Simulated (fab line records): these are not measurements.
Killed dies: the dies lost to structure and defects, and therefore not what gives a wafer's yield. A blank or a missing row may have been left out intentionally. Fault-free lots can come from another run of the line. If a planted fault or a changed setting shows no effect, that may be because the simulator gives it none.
Matching of chambers + flow berkeley-cmos170 + UCB170_WELLDRIVE_CLEAN_00 on wet-bench-01 has 3 sister chambers
The step cleans in SPM, time 600 s. 16 wafers are shown with their chamber, then 8 later ones without.

## WAFERS, EACH WITH ITS CHAMBER
| wafer  | chamber | bath-guard-temp-C (C) | bath-heat-duty-pct (%) |
|--------|---------|-----------------------|------------------------|
| L345.1 | 1       | 119.1                 | 14.6                   |
| L345.2 | 1       | 119.1                 | 15.5                   |
| L345.5 | 1       | 119.7                 | 13.4                   |
| L349.3 | 2       | 120.0                 | 12.5                   |
| L349.5 | 2       | 120.3                 | 12.7                   |
| L349.6 | 2       | 119.9                 | 12.9                   |
| L352.4 | 1       | 119.3                 | 13.6                   |
| L352.5 | 1       | 119.4                 | 15.4                   |
| L352.6 | 1       | 119.5                 | 15.3                   |
| L353.1 | 2       | 120.1                 | 13.5                   |
| L353.5 | 2       | 120.2                 | 13.4                   |
| L353.6 | 2       | 119.7                 | 13.9                   |
| L355.1 | 2       | 120.2                 | 13.2                   |
| L355.3 | 2       | 119.9                 | 13.4                   |
| L355.5 | 2       | 120.2                 | 13.7                   |
| L363.1 | 3       | 120.7                 | 12.5                   |

SIGNATURES, as means of the wafers listed above
| reading            | chamber 1 | chamber 2 | chamber 3 | scatter within a chamber |
|--------------------|-----------|-----------|-----------|--------------------------|
| bath-guard-temp-C  | 119.350   | 120.056   | 120.700   | 0.211                    |
| bath-heat-duty-pct | 14.633    | 13.244    | 12.500    | 0.685                    |
Rule: for each reading, subtract the chamber's mean from the wafer's reading, divide by that reading's scatter and square the result; add these up over the readings and take the root, which gives the wafer's distance from the chamber. If the next closest chamber is less than 2 further off than the closest, the wafer can't be placed; otherwise it belongs to the closest. The scatter is the square root of a quotient: the sum, over the shown wafers, of each reading's squared deviation from its chamber's mean, divided by wafers minus chambers.

## WAFERS WITHOUT THEIR CHAMBER
| wafer  | bath-guard-temp-C (C) | bath-heat-duty-pct (%) |
|--------|-----------------------|------------------------|
| L363.3 | 120.3                 | 12.1                   |
| L363.4 | 120.6                 | 13.3                   |
| L365.3 | 119.2                 | 16.5                   |
| L365.5 | 119.4                 | 13.8                   |
| L365.6 | 119.4                 | 15.6                   |
| L364.2 | 120.1                 | 12.5                   |
| L364.3 | 120.5                 | 12.3                   |
| L364.5 | 120.6                 | 12.7                   |

## THE CHAMBER EACH PASSED THROUGH
| wafer  | from the rows above     | in truth |
|--------|-------------------------|----------|
| L363.3 | can't be placed: 3 or 2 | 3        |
| L363.4 | can't be placed: 3 or 2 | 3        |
| L365.3 | 1                       | 1        |
| L365.5 | can't be placed: 1 or 2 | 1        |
| L365.6 | 1                       | 1        |
| L364.2 | can't be placed: 2 or 3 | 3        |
| L364.3 | can't be placed: 3 or 2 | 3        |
| L364.5 | 3                       | 3        |
3 of 8 placed correctly. These rows do not allow placing 5 (true chamber among the candidates in 5). Wrongly placed: 0.
